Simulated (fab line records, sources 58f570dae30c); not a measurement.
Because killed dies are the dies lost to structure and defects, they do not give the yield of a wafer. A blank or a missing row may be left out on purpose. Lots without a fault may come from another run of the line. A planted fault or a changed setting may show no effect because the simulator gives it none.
Struck lot and sound lot, side by side -- flow berkeley-cmos170 -- 21 steps out of a route of 331
Sound: wafers L131.3, L131.4, L131.6. Wafers L135.3, L135.4, L135.5 were the ones struck. The cause is named last.
For every step that has rows: the tool of each side, followed by ch and its chambers, followed by its first start. Under that, the readings that differ: sound wafers -- struck wafers -- difference of the means -- sigmas: that difference in standard deviations of wafers without a fault.
alike: readings whose means differ by less than 2 such deviations, and words and numbers that are the same on both sides. not compared: withheld readings, readings that some wafer has no value for, bounds like >300 that may hide the same value, and numbers for which the record gives no deviation and whose values overlap.
The two part at a step that has a row with sigmas, a row that says differs or no value, or rows on one side only. Numbers that have no deviation but don't overlap get no sigmas and don't part them. A reading that every wafer of one side lacks parts them only if that side has two wafers or more.

first, 4 steps without rows for these wafers: UCB170_ACTIVE_SOFTBAKE_09 (time 60 s); UCB170_ACTIVE_EXPOSE_10 (exposes mask ACTIVE, target cd 1200 nm); UCB170_ACTIVE_PEB_11; UCB170_ACTIVE_DEVELOP_12 (develop time 45 s).
UCB170_ACTIVE_CD_MEAS_13: target cd 1200 nm.
  sound on cd-sem-02, day 4 23:20; struck on cd-sem-02, day 6 05:31
  alike: cd-nm
UCB170_ACTIVE_OVL_MEAS_14:
  sound on overlay-01, day 4 23:25; struck on overlay-01, day 6 05:37
  alike: ACTIVE_OVL
UCB170_ACTIVE_ETCH_15: etches Si3N4 in CH3F/Ar/O2, stops on SiO2, target depth 242 nm, time 151 s.
  sound on rie-diel-04 ch 0,1,3, day 4 23:27; struck on rie-diel-01 ch 0,1, day 6 05:38
  alike: O2_flow_sccm, drypump-motor-current-A, mfc-ar-sccm, oes-product-au, rf-fwd-power-W, throttle-valve-pct
  not compared: rf-hours-counter-h
UCB170_ACTIVE_STRIP_16: strips in O2.
  sound on plasma-asher-04 ch 0,1, day 4 23:35; struck on plasma-asher-03 ch 0,1, day 6 05:46
  alike: drypump-motor-current-A, oes-product-au, strip-time-to-endpoint-s
  not compared: rf-hours-counter-h
UCB170_ACTIVE_CD_MEAS_90: target cd 1200 nm.
  sound on cd-sem-02, day 4 23:41; struck on cd-sem-01, day 6 05:52
  alike: cd-nm
then, 3 steps without rows for these wafers: UCB170_ACTIVE_CLEAN_17 (cleans in SPM, time 600 s); UCB170_PFIELD_HMDS_00 (prime time 60 s); UCB170_PFIELD_COAT_01 (resist thk 900 nm).
UCB170_PFIELD_SOFTBAKE_02: time 60 s.
  sound on litho-track-03 ch 0, day 5 00:17; struck on litho-track-03 ch 0, day 6 06:29
reading,sound,struck,difference,sigmas
heater-power-total-W (W),56.81 56.90 56.80,67.65 67.53 67.61,+10.76,+99 or more
plate-temp-C (C),129.97 129.92 129.98,148.61 148.82 148.79,+18.78,+99 or more
model.KrF_of_PFIELD_COAT_01.thk-nm (nm),898.2 898.7 901.2,885 884.7 882.6,-15,
  alike: chill-plate-temp-C
then, 2 steps without rows for these wafers: UCB170_PFIELD_EXPOSE_03 (exposes mask PFIELD, target cd 1500 nm); UCB170_PFIELD_PEB_04.
UCB170_PFIELD_DEVELOP_05: develop time 45 s.
  sound: litho-track-03 ch 0; struck: litho-track-03 ch 0
reading,sound,struck,difference,sigmas
chill-plate-temp-C (C),23.23 23.10 23.12,22.84 22.99 22.73,-0.30,-3
model.KrF_of_PFIELD_COAT_01.thk-nm (nm),884 884.5 887,871 870.7 868.6,-15,
  alike: developer-temp-C
UCB170_PFIELD_OVL_MEAS_06:
  sound on overlay-02, day 5 00:57; struck on overlay-01, day 6 07:20
  alike: PFIELD_OVL
next, for these wafers, 1 step has no rows: UCB170_PFIELD_IMPLANT_07.
UCB170_PFIELD_STRIP_08: strips in O2.
  sound on plasma-asher-01 ch 0,1, day 5 01:10; struck on plasma-asher-02 ch 0,1, day 6 07:32
reading,sound,struck,difference,sigmas
strip-time-to-endpoint-s (s),21.58 21.60 21.64,21.26 21.27 21.22,-0.36,-5
  alike: drypump-motor-current-A, oes-product-au
  not compared: rf-hours-counter-h
UCB170_PFIELD_TW_MEAS_09:
  sound on film-metro-03, day 5 01:15; struck on film-metro-03, day 6 07:37
  alike: PFIELD_TW
-- the record jumps here: 3 days lie between the struck wafers' starts before and after (it left off in module PFIELD and takes up again in module M3, whose first step shown is number 331 of the route) --
UCB170_M3_PROBE_99:
  the record has rows for the struck wafers here (prober-02, day 9 12:55) and none for the sound ones

== WHERE THEY PART ==
First at UCB170_PFIELD_SOFTBAKE_02; last, within this record, at UCB170_M3_PROBE_99.

WHY: what the simulator had put in
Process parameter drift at UCB170_PFIELD_SOFTBAKE_02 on litho-track-03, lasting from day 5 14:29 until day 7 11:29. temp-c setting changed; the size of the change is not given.
